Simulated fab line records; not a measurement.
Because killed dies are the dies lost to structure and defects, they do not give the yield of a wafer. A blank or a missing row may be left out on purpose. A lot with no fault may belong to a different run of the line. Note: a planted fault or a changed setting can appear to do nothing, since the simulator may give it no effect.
What tool caused it? || flow berkeley-cmos170 || Sampling: 13 lots, 39 wafers, 5 of 331 route steps

WHAT THE GAUGES SHOWED, per wafer
UCB170_NWELL_THK_MEAS_05. Usual: NWELL_NITRIDE_THK 224.1 nm, standard deviation 1.8.
{"lot": "L484", "measured": "day 2 10:28", "on": "film-metro-04", "NWELL_NITRIDE_THK (nm)": "227.6 226.3 225.7", "flag": ""}
{"lot": "L485", "measured": "day 2 15:58", "on": "film-metro-02", "NWELL_NITRIDE_THK (nm)": "224.2 223.8 223.0", "flag": ""}
{"lot": "L487", "measured": "day 3 04:48", "on": "film-metro-03", "NWELL_NITRIDE_THK (nm)": "224.4 226.0 225.6", "flag": ""}
{"lot": "L490", "measured": "day 3 13:59", "on": "film-metro-04", "NWELL_NITRIDE_THK (nm)": "222.9 223.2 225.7", "flag": ""}
{"lot": "L492", "measured": "day 4 10:22", "on": "film-metro-04", "NWELL_NITRIDE_THK (nm)": "224.4 224.3 223.1", "flag": ""}
{"lot": "L495", "measured": "day 4 21:32", "on": "film-metro-03", "NWELL_NITRIDE_THK (nm)": "225.7 226.5 224.1", "flag": ""}
{"lot": "L496", "measured": "day 5 12:20", "on": "film-metro-04", "NWELL_NITRIDE_THK (nm)": "223.5 223.9 224.1", "flag": ""}
{"lot": "L498", "measured": "day 5 12:22", "on": "film-metro-02", "NWELL_NITRIDE_THK (nm)": "224.4 225.7 224.9", "flag": ""}
{"lot": "L499", "measured": "day 5 19:55", "on": "film-metro-04", "NWELL_NITRIDE_THK (nm)": "221.9 222.4 222.9", "flag": ""}
{"lot": "L502", "measured": "day 5 23:05", "on": "film-metro-02", "NWELL_NITRIDE_THK (nm)": "222.5 222.1 221.8", "flag": ""}
{"lot": "L500", "measured": "day 5 23:09", "on": "film-metro-02", "NWELL_NITRIDE_THK (nm)": "224.7 223.5 225.1", "flag": ""}
{"lot": "L503", "measured": "day 6 07:01", "on": "film-metro-04", "NWELL_NITRIDE_THK (nm)": "227.0 226.8 226.4", "flag": ""}
{"lot": "L506", "measured": "day 6 13:20", "on": "film-metro-03", "NWELL_NITRIDE_THK (nm)": "225.9 224.3 222.6", "flag": ""}

UCB170_PWELL_THK_MEAS_03. Usual: PWELL_OXIDE_THK 26.5 nm, standard deviation 0.35.
{"lot": "L484", "measured": "day 2 23:24", "on": "film-metro-02", "PWELL_OXIDE_THK (nm)": "26.5 26.2 26.3", "flag": ""}
{"lot": "L485", "measured": "day 2 23:28", "on": "film-metro-01", "PWELL_OXIDE_THK (nm)": "26.4 26.1 26.3", "flag": ""}
{"lot": "L487", "measured": "day 3 17:53", "on": "film-metro-04", "PWELL_OXIDE_THK (nm)": "25.9 26.6 26.3", "flag": ""}
{"lot": "L490", "measured": "day 4 04:49", "on": "film-metro-02", "PWELL_OXIDE_THK (nm)": "27.2 26.9 27.0", "flag": ""}
{"lot": "L492", "measured": "day 5 01:38", "on": "film-metro-01", "PWELL_OXIDE_THK (nm)": "26.7 26.6 26.5", "flag": ""}
{"lot": "L495", "measured": "day 5 12:18", "on": "film-metro-01", "PWELL_OXIDE_THK (nm)": "26.3 26.7 26.9", "flag": ""}
{"lot": "L496", "measured": "day 5 20:26", "on": "film-metro-02", "PWELL_OXIDE_THK (nm)": "26.3 26.4 26.8", "flag": ""}
{"lot": "L498", "measured": "day 5 20:28", "on": "film-metro-01", "PWELL_OXIDE_THK (nm)": "27.2 27.1 26.7", "flag": ""}
{"lot": "L499", "measured": "day 6 14:56", "on": "film-metro-02", "PWELL_OXIDE_THK (nm)": "26.3 26.3 26.8", "flag": ""}
{"lot": "L502", "measured": "day 6 14:56", "on": "film-metro-04", "PWELL_OXIDE_THK (nm)": "26.2 26.6 26.2", "flag": ""}
{"lot": "L500", "measured": "day 6 14:59", "on": "film-metro-02", "PWELL_OXIDE_THK (nm)": "26.3 26.6 26.4", "flag": ""}
{"lot": "L503", "measured": "day 6 15:00", "on": "film-metro-01", "PWELL_OXIDE_THK (nm)": "26.2 26.5 26.3", "flag": ""}
{"lot": "L506", "measured": "day 6 23:58", "on": "film-metro-04", "PWELL_OXIDE_THK (nm)": "27.1 27.2 26.9", "flag": ""}

UCB170_GATE_CD_MEAS_12: the cd target is 350 nm. Usual: cd-nm reads 350.6 nm (standard deviation 1.6).
{"lot": "L484", "measured": "day 7 10:13", "on": "cd-sem-02", "cd-nm (nm)": "351.2 351.1 351.2", "flag": ""}
{"lot": "L485", "measured": "day 7 09:30", "on": "cd-sem-01", "cd-nm (nm)": "350.7 352.5 351.4", "flag": ""}
{"lot": "L487", "measured": "day 7 19:05", "on": "cd-sem-02", "cd-nm (nm)": "353.0 350.7 353.3", "flag": ""}
{"lot": "L490", "measured": "day 8 05:49", "on": "cd-sem-02", "cd-nm (nm)": "351.2 351.8 350.2", "flag": ""}
{"lot": "L492", "measured": "day 9 08:49", "on": "cd-sem-02", "cd-nm (nm)": "352.6 352.0 353.1", "flag": ""}
{"lot": "L495", "measured": "day 9 17:35", "on": "cd-sem-01", "cd-nm (nm)": "350.4 350.4 350.1", "flag": ""}
{"lot": "L496", "measured": "day 9 16:56", "on": "cd-sem-01", "cd-nm (nm)": "349.6 349.5 350.8", "flag": ""}
{"lot": "L498", "measured": "day 9 16:43", "on": "cd-sem-02", "cd-nm (nm)": "348.4 347.3 349.0", "flag": ""}
{"lot": "L499", "measured": "day 10 10:59", "on": "cd-sem-02", "cd-nm (nm)": "351.5 350.4 351.2", "flag": ""}
{"lot": "L502", "measured": "day 10 10:26", "on": "cd-sem-02", "cd-nm (nm)": "348.8 350.5 349.3", "flag": ""}
{"lot": "L500", "measured": "day 10 21:50", "on": "cd-sem-01", "cd-nm (nm)": "349.7 350.6 350.3", "flag": ""}
{"lot": "L503", "measured": "day 10 10:26", "on": "cd-sem-01", "cd-nm (nm)": "374.6 374.6 374.8 374.4 374.1 375.4", "flag": "OFF"}
{"lot": "L506", "measured": "day 11 08:08", "on": "cd-sem-02", "cd-nm (nm)": "349.6 351.8 350.4", "flag": ""}

UCB170_PSD_OVL_MEAS_07. Usual: PSD_OVL 0 nm, standard deviation 7.
{"lot": "L484", "measured": "day 8 02:12", "on": "overlay-02", "PSD_OVL (nm)": "0 -4 -2", "flag": ""}
{"lot": "L485", "measured": "day 8 01:37", "on": "overlay-02", "PSD_OVL (nm)": "-10 -9 2", "flag": ""}
{"lot": "L487", "measured": "day 8 07:51", "on": "overlay-02", "PSD_OVL (nm)": "-7 0 -11", "flag": ""}
{"lot": "L490", "measured": "day 8 19:34", "on": "overlay-01", "PSD_OVL (nm)": "-8 -5 5", "flag": ""}
{"lot": "L492", "measured": "day 9 19:39", "on": "overlay-01", "PSD_OVL (nm)": "2 2 0", "flag": ""}
{"lot": "L495", "measured": "day 10 10:16", "on": "overlay-01", "PSD_OVL (nm)": "-11 4 -10", "flag": ""}
{"lot": "L496", "measured": "day 10 04:08", "on": "overlay-02", "PSD_OVL (nm)": "-5 -6 -4", "flag": ""}
{"lot": "L498", "measured": "day 10 03:54", "on": "overlay-01", "PSD_OVL (nm)": "8 11 2", "flag": ""}
{"lot": "L499", "measured": "day 11 00:19", "on": "overlay-02", "PSD_OVL (nm)": "-9 -5 -12", "flag": ""}
{"lot": "L502", "measured": "day 11 00:06", "on": "overlay-01", "PSD_OVL (nm)": "3 -6 6", "flag": ""}
{"lot": "L500", "measured": "day 11 13:32", "on": "overlay-02", "PSD_OVL (nm)": "13 2 7", "flag": ""}
{"lot": "L503", "measured": "day 11 05:20", "on": "overlay-02", "PSD_OVL (nm)": "-1 9 -1", "flag": ""}
{"lot": "L506", "measured": "day 11 20:07", "on": "overlay-02", "PSD_OVL (nm)": "-5 0 2", "flag": ""}

TOOL THAT RAN EACH LOT (tool first, then ch and the chambers of the sampled wafers, then the start)
{"lot": "L484", "UCB170_GATE_EXPOSE_09": "krf-scanner-01 ch 0, day 7 09:34"}
{"lot": "L485", "UCB170_GATE_EXPOSE_09": "krf-scanner-01 ch 0, day 7 09:04"}
{"lot": "L487", "UCB170_GATE_EXPOSE_09": "krf-scanner-02 ch 0, day 7 18:41"}
{"lot": "L490", "UCB170_GATE_EXPOSE_09": "krf-scanner-02 ch 0, day 8 04:48"}
{"lot": "L492", "UCB170_GATE_EXPOSE_09": "krf-scanner-01 ch 0, day 9 07:56"}
{"lot": "L495", "UCB170_GATE_EXPOSE_09": "krf-scanner-01 ch 0, day 9 16:31"}
{"lot": "L496", "UCB170_GATE_EXPOSE_09": "krf-scanner-02 ch 0, day 9 15:37"}
{"lot": "L498", "UCB170_GATE_EXPOSE_09": "krf-scanner-01 ch 0, day 9 15:25"}
{"lot": "L499", "UCB170_GATE_EXPOSE_09": "krf-scanner-02 ch 0, day 10 10:12"}
{"lot": "L502", "UCB170_GATE_EXPOSE_09": "krf-scanner-02 ch 0, day 10 09:56"}
{"lot": "L500", "UCB170_GATE_EXPOSE_09": "krf-scanner-02 ch 0, day 10 21:24"}
{"lot": "L503", "UCB170_GATE_EXPOSE_09": "krf-scanner-02 ch 0, day 10 09:51"}
{"lot": "L506", "UCB170_GATE_EXPOSE_09": "krf-scanner-02 ch 0, day 11 07:14"}
- UCB170_GATE_EXPOSE_09: exposes mask POLY, target cd 350 nm.

WHAT THE TOOLS THEMSELVES READ (means of the sampled wafers that have a number; where no wafer has one, the mark that the record gives instead)
UCB170_GATE_EXPOSE_09. Usual: reticle-temp-C reads 23.02 C (standard deviation 0.1).
{"lot": "L484", "tool": "krf-scanner-01", "reticle-temp-C (C)": 23.08, "flag": ""}
{"lot": "L485", "tool": "krf-scanner-01", "reticle-temp-C (C)": 23.04, "flag": ""}
{"lot": "L487", "tool": "krf-scanner-02", "reticle-temp-C (C)": 22.91, "flag": ""}
{"lot": "L490", "tool": "krf-scanner-02", "reticle-temp-C (C)": 23.06, "flag": ""}
{"lot": "L492", "tool": "krf-scanner-01", "reticle-temp-C (C)": 22.96, "flag": ""}
{"lot": "L495", "tool": "krf-scanner-01", "reticle-temp-C (C)": 23.02, "flag": ""}
{"lot": "L496", "tool": "krf-scanner-02", "reticle-temp-C (C)": 22.92, "flag": ""}
{"lot": "L498", "tool": "krf-scanner-01", "reticle-temp-C (C)": 22.93, "flag": ""}
{"lot": "L499", "tool": "krf-scanner-02", "reticle-temp-C (C)": 22.92, "flag": ""}
{"lot": "L502", "tool": "krf-scanner-02", "reticle-temp-C (C)": 23.05, "flag": ""}
{"lot": "L500", "tool": "krf-scanner-02", "reticle-temp-C (C)": 23.14, "flag": ""}
{"lot": "L503", "tool": "krf-scanner-02", "reticle-temp-C (C)": 23.10, "flag": ""}
{"lot": "L506", "tool": "krf-scanner-02", "reticle-temp-C (C)": 22.98, "flag": ""}

THE ANSWER, worked out from the rows above alone
Rule: a lot counts as off when the mean over its wafers that have a number is more than 3 standard deviations away from the usual mean. Also off: a lot with no number at a reading for which 4 or more lots have one. The other lots that the step has rows for count as sound. After the gauges, taken in route order, come the tools' own readings; for these a lot's mean is taken, as printed above. The first step at which some lot is off is used, and at that step the reading that is off furthest; a lot without a number counts as furthest.
Off: L503, at UCB170_GATE_CD_MEAS_12 (cd-nm).
A tool fits if, at a process step before that reading, it ran every lot that is off, and no sound lot after the first of them. The gauges at UCB170_GATE_CD_MEAS_12 are tried like those tools. Of those tried, none fits.

WHAT THE SIMULATOR HAD PUT IN
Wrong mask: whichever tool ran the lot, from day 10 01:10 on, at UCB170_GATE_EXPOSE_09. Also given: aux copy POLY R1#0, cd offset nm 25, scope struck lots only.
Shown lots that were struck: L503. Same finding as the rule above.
